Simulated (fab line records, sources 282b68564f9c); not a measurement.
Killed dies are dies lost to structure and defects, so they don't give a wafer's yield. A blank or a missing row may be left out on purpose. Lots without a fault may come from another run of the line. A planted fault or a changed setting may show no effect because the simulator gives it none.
A struck lot beside a sound one | flow rit_cmos | 14 steps out of a route of 202
Sound: wafers L117.1, L117.3, L117.5. Struck: wafers L125.4, L125.5, L125.6. The cause comes at the end.
At each step with rows: each side's tool, then ch and its chambers, then its first start. Under that, the readings that differ: sound wafers | struck wafers | difference of the means | sigmas: that difference in standard deviations of wafers without a fault.
alike: readings whose means differ by less than 2 such deviations, and words and numbers that are the same on both sides. not compared: withheld readings, readings that some wafer has no value for, bounds like >300 that may hide the same value, and numbers for which the record gives no deviation and whose values overlap.
The two part at a step that has a row with sigmas, a row that says differs or no value, or rows on one side only. Numbers that don't overlap but have no deviation are shown without sigmas and don't part them. A reading that every wafer of one side lacks parts them only if that side has two wafers or more.

RIT_SDANNEAL_RTA_03: time 5 s.
  sound on rtp_anneal-01 ch 0, day 3 20:19; struck on rtp_anneal-01 ch 0, day 5 11:29
  alike: chamber_o2_ppm, wafer_temp_C_max
RIT_SDANNEAL_RS_MEAS_04: measures by four-point-probe.
  sound on film_metro-02, day 3 20:23; struck on film_metro-03, day 5 11:34
  alike: PSD_RS
RIT_SDANNEAL_RS_MEAS_05: measures by four-point-probe.
  sound on film_metro-02, day 3 20:30; struck on film_metro-03, day 5 11:41
  reading         | sound             | struck            | difference | sigmas
  NSD_RS (ohm/sq) | 84.18 84.03 83.94 | 84.82 84.86 84.95 | +0.83      | +3
RIT_SDANNEAL_RS_MEAS_06: measures by four-point-probe.
  sound on film_metro-02, day 3 20:37; struck on film_metro-03, day 5 11:49
  alike: PLDD_RS
RIT_SDANNEAL_RS_MEAS_07: measures by four-point-probe.
  sound on film_metro-02, day 3 20:44; struck on film_metro-03, day 5 11:56
  alike: NLDD_RS
then, 1 step without rows for these wafers: RIT_SILICIDE_WET_ETCH_00 (etches SiO2 in BOE, target depth 14 nm, time 15 s).
RIT_SILICIDE_SPUTTER_01: material Ti, target thk 30 nm, time 240 s.
  sound on pvd_sputter-04, day 3 20:53; struck on pvd_sputter-03, day 5 12:00
  alike: throttle_valve_pct
RIT_SILICIDE_RS_MEAS_02: measures by four-point-probe.
  sound on film_metro-04, day 3 21:02; struck on film_metro-04, day 5 12:13
  alike: SILICIDE_TI_RS
RIT_SILICIDE_THK_MEAS_03: measures by xrf.
  sound on film_metro-04, day 3 21:09; struck on film_metro-04, day 5 12:18
  alike: SILICIDE_TI_THK
RIT_SILICIDE_RTA_04: time 10 s, ramp up 5 s, ramp down 5 s.
  sound on rtp_anneal-02 ch 0, day 3 21:13; struck on rtp_anneal-02 ch 0, day 5 12:22
  alike: chamber_o2_ppm, wafer_temp_C_max
then, 1 step without rows for these wafers: RIT_SILICIDE_WET_ETCH_05 (etches Ti in SPM, time 120 s).
RIT_SILICIDE_RTA_06: time 10 s, ramp up 5 s, ramp down 10 s.
  sound on rtp_anneal-01 ch 0, day 3 21:19; struck on rtp_anneal-01 ch 0, day 5 12:31
  alike: chamber_o2_ppm, wafer_temp_C_max
RIT_CONTACT_CVD_00: deposits SiO2 from TEOS, target thk 400 nm, time 61 s.
  sound on pecvd-03 ch 0,1,2, day 3 21:23; struck on pecvd-04 ch 0,1,2, day 5 12:35
  no value came back on the struck wafers for heater_power_w (W), rf_fwd_power_W (W); on the sound wafers heater_power_w (W) reads 201 344 224
RIT_M1_PROBE_99:
  the record has rows for the sound wafers here (prober-02, day 4 03:53) and none for the struck ones

WHERE THEY PART
First at RIT_SDANNEAL_RS_MEAS_05; last, within this record, at RIT_M1_PROBE_99.

WHY: what the simulator had put in
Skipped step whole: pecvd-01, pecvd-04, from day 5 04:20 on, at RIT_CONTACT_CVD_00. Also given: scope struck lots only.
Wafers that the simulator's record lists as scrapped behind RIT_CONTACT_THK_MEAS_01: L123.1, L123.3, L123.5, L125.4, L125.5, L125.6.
